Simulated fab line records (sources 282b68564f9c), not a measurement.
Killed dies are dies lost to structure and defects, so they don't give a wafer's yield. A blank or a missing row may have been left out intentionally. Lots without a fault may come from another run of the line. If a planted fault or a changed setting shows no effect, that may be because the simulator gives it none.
Comparing a struck lot with a sound one -- flow rit_cmos -- 23 steps out of a route of 202
Sound: wafers L727.3, L727.4, L727.6. The struck wafers were L739.1, L739.2, L739.5. The cause is named last.
Per side, at each step with rows, come the tool, then ch with its chambers, and then its first start. Under that, the readings that differ: sound wafers -- struck wafers -- difference of the means -- sigmas: that difference in standard deviations of wafers without a fault.
alike: a reading whose means differ by less than 2 such deviations, as well as words and numbers matching on both sides. not compared: withheld readings; readings where some wafer has no value; bounds like >300 that might hide an equal value; numbers whose values overlap and for which the record gives no deviation.
Wherever a step has rows on one side only, a row that says differs or no value, or a row with sigmas, the two part there. Numbers that have no deviation but don't overlap get no sigmas and don't part them. Lack of a reading on every wafer of one side parts them only where that side has two or more wafers.

first, 5 steps without rows for these wafers: RIT_GATE_WET_ETCH_00 (etches SiO2 in BOE, target depth 56 nm, time 60 s); RIT_GATE_CLEAN_01 (cleans in SC1, time 600 s); RIT_GATE_CLEAN_02 (cleans in dHF, time 30 s); RIT_GATE_CLEAN_03 (cleans in SC2, time 600 s); RIT_GATE_CLEAN_04 (cleans in dHF, time 60 s).
RIT_FOX2_THK_MEAS_91:
  sound on film_metro-04, day 3 00:22; struck on film_metro-04, day 5 10:38
  alike: FIELD_OXIDE_LEFT_2_THK
then, 2 steps without rows for these wafers: RIT_GATE_OXIDATION_05 (target thk 3 nm, ox time 270 s); RIT_GATE_ANNEAL_06 (time 600 s).
RIT_GATE_THK_MEAS_07:
  sound on film_metro-04, day 3 03:02; struck on film_metro-04, day 5 12:01
  alike: GATE_OXIDE_THK
then, 1 step without rows for these wafers: RIT_GATE_CVD_08 (deposits poly-Si from SiH4, target thk 250 nm, time 2220 s).
RIT_GATE_THK_MEAS_09:
  sound on film_metro-04, day 3 04:42; struck on film_metro-01, day 5 13:42
  alike: GATE_POLY_THK
then, 1 step without rows for these wafers: RIT_GATE_HMDS_10 (prime time 60 s).
RIT_GATE_COAT_11: resist thk 850 nm.
  sound on litho_track-03 ch 0, day 3 04:56; struck on litho_track-03 ch 0, day 5 14:05
reading,sound,struck,difference,sigmas
model.NOVOLAK_of_GATE_COAT_11.thk_nm (nm),850.7 848.6 850.4,832.9 832.2 832.8,-17.3,
then, 4 steps without rows for these wafers: RIT_GATE_SOFTBAKE_12 (time 60 s); RIT_GATE_EXPOSE_13 (exposes mask M6, target cd 150 nm); RIT_GATE_PEB_14; RIT_GATE_DEVELOP_15 (develop time 50 s).
RIT_GATE_CD_MEAS_16 targets a cd of 150 nm.
  sound on cd_sem-01, day 3 05:38; struck on cd_sem-02, day 5 14:56
  alike: cd_nm
RIT_GATE_OVL_MEAS_17:
  sound on overlay-02, day 3 05:43; struck on overlay-02, day 5 15:03
  alike: GATE_OVL
then, 1 step without rows for these wafers: RIT_GATE_HARDBAKE_18 (time 60 s).
RIT_GATE_ETCH_19: etches poly-Si in SF6/CHF3/O2, stops on SiO2, time 165 s, target depth 312.5 nm.
  sound on rie_si-02 ch 0,3, day 3 05:54; struck on rie_si-02 ch 0,2,3, day 5 15:14
reading,sound,struck,difference,sigmas
model.NOVOLAK_of_GATE_COAT_11.thk_nm (nm),670.4 668.2 669.3,653.7 652.9 653.9,-15.8,
  alike: drypump_motor_current_A, oes_product_au, throttle_valve_pct
  not compared: rf_hours_counter_h
RIT_GATE_STRIP_20: strips in O2, time 180 s.
  sound on plasma_asher-03 ch 0,1, day 3 06:04; struck on plasma_asher-03 ch 0,1, day 5 15:21
  alike: drypump_motor_current_A
  not compared: rf_hours_counter_h
RIT_M1_PROBE_99:
  sound on prober-01, day 4 02:22; struck on prober-01, day 6 11:57
  alike: killed_at_contacts, killed_at_front_end, killed_dies, killed_open, killed_short

WHERE THEY PART
Nowhere in this record.

WHY: what the simulator had put in
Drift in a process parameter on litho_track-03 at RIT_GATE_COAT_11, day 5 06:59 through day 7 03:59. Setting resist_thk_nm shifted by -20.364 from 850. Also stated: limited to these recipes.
